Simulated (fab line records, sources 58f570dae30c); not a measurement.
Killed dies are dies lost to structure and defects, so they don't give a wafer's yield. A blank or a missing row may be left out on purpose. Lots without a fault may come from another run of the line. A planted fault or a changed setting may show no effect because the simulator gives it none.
One fault seen from 2 desks | flow berkeley_cmos170 | each desk has only its own numbers; what lay behind them comes last

THE METROLOGY DESK
What the gauges read, lot by lot, whatever tool the lot ran on: means of the sampled wafers that have a number. A lot is out of limits, marked OUT, if its mean lies more than 4 standard deviations from the usual mean; the brackets give that distance.
Columns: A = PLDD_OVL at UCB170_PLDD_OVL_MEAS_07, usual 5 nm; B = NLDD_TW at UCB170_NLDD_TW_MEAS_11, usual 2203; C = NLDD_RS at UCB170_SDANNEAL_RS_MEAS_05, usual 615.4 ohm/sq
lot  | first seen here | A  | B               | C
L286 | day 6 01:19     | 7  | 2238            | 614.7
L287 | day 6 17:22     | 7  | 2210            | 614.9
L288 | day 7 04:15     | 1  | 2231            | 616.7
L290 | day 7 04:32     | 0  | 2235            | 614.1
L289 | day 7 04:55     | -2 | 2235            | 612.8
L292 | day 8 02:47     | -2 | 2181            | 617.4
L291 | day 8 03:10     | 11 | 2181            | 614.1
L296 | day 8 16:59     | -3 | 2083 (-6.3) OUT | 695.8 (+57) OUT
L298 | day 9 01:04     | 7  | 2106 (-5.1) OUT | 693.6 (+56) OUT
L302 | day 10 04:11    | 8  | 2204            | 614.1
L303 | day 10 04:40    | 10 | 2196            | 615.0
L305 | day 10 11:15    | 8  | 2198            | 615.9
L308 | day 10 17:26    | 8  | 2198            | 616.2
L309 | day 11 03:00    | 5  | 2195            | 614.8
This desk's finding: out of limits on L296, L298; first on L296, day 8 20:08 (NLDD_TW at UCB170_NLDD_TW_MEAS_11). In limits: L286, L287, L288, L290, L289, L292, L291, L302, L303, L305, L308, L309.

THE TOOL OWNER'S DESK: implanter-01
The tool's own readings at UCB170_NLDD_IMPLANT_09: means of the sampled wafers that have a number, for each lot that ran on this tool. A lot is out of limits, marked OUT, if its mean lies more than 4 standard deviations from the usual mean; the brackets give that distance.
Columns: A = dose_ions_cm2 at UCB170_NLDD_IMPLANT_09, usual 5e+13; B = faraday_current_uA at UCB170_NLDD_IMPLANT_09, usual 158
lot  | first seen here | A                       | B
L286 | day 6 03:26     | 5e+13                   | 159
L288 | day 7 06:28     | 5e+13                   | 153
L289 | day 7 07:14     | 5e+13                   | 156
L296 | day 8 19:55     | 3e+13 (-99 or more) OUT | 106 (-16) OUT
L298 | day 9 03:17     | 3e+13 (-99 or more) OUT | 106 (-16) OUT
This desk's finding: out of limits on L296, L298; first on L296, day 8 19:55 (dose_ions_cm2 at UCB170_NLDD_IMPLANT_09). In limits: L286, L288, L289.

PUT TOGETHER
The tool owner's desk could have raised an alarm at day 8 19:55, on L296, L298.
The metrology desk could have raised an alarm at day 8 20:08, on L296, L298.
Of the lots named, all ran UCB170_NLDD_IMPLANT_09 on implanter-01.

WHAT THE SIMULATOR HAD PUT IN
Process parameter drift: implanter-01, from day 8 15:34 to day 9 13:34, at UCB170_NLDD_IMPLANT_09. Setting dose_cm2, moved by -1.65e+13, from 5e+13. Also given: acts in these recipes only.
Lots struck among those shown: L296, L298.
Hours from the fault's start to each desk's first reading out of limits: the tool owner's desk, 4; the metrology desk, 5.
